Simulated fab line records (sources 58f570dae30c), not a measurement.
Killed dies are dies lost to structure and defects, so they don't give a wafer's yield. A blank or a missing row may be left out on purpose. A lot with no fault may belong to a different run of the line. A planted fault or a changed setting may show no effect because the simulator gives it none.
2 desks looking at one fault / flow berkeley_cmos170 / what lay behind the numbers comes last; until then each desk has only its own

== THE TOOL OWNER'S DESK: rie_diel-01 ==
The tool's own readings at UCB170_CONTACT_ETCH_18 (etches PSG in CHF3/CF4/Ar, stops on TiSi2, target depth 840 nm, time 195 s): means of the sampled wafers that have a number, for each lot that ran on this tool. Marked OUT: a lot whose mean sits more than 4 standard deviations from the usual mean, which makes it out of limits; the brackets give that distance.
Columns: A = drypump_motor_current_A at UCB170_CONTACT_ETCH_18, usual 5.9 A; B = oes_product_au at UCB170_CONTACT_ETCH_18, usual 0.897 a.u.; C = throttle_valve_pct at UCB170_CONTACT_ETCH_18, usual 6.90 %
lot=L774; first seen here=day 8 16:00; A=5.7; B=0.902; C=6.87
lot=L779; first seen here=day 9 09:00; A=6.0; B=0.897; C=6.87
lot=L782; first seen here=day 10 00:00; A=6.0; B=0.901; C=6.89
lot=L785; first seen here=day 10 11:00; A=5.7; B=0.902; C=6.87
This desk's finding: nothing out of limits on any of the 4 lots.

== AT THE METROLOGY DESK ==
Means of the sampled wafers that have a number, per lot and without regard to the tool the lot ran on: this is what the gauges read. Marked OUT: a lot whose mean sits more than 4 standard deviations from the usual mean, which makes it out of limits; the brackets give that distance.
Columns: A = cd_nm at UCB170_CONTACT_CD_MEAS_15, usual 699.8 nm; B = CONTACT_OVL at UCB170_CONTACT_OVL_MEAS_16, usual -1 nm
lot=L774; first seen here=day 8 16:07; A=701.0; B=-4
lot=L779; first seen here=day 9 09:40; A=701.0; B=5
lot=L782; first seen here=day 9 23:50; A=699.1; B=8
lot=L785; first seen here=day 10 11:35; A=698.7; B=1
lot=L790; first seen here=day 11 18:53; A=702.0; B=3
lot=L792; first seen here=day 12 09:37; A=699.6; B=-1
This desk's finding: nothing out of limits on any of the 6 lots.

== BROUGHT TOGETHER ==
The tool owner's desk saw nothing out of limits.
From the metrology desk's view, nothing was out of limits.

== WHAT THE SIMULATOR HAD PUT IN ==
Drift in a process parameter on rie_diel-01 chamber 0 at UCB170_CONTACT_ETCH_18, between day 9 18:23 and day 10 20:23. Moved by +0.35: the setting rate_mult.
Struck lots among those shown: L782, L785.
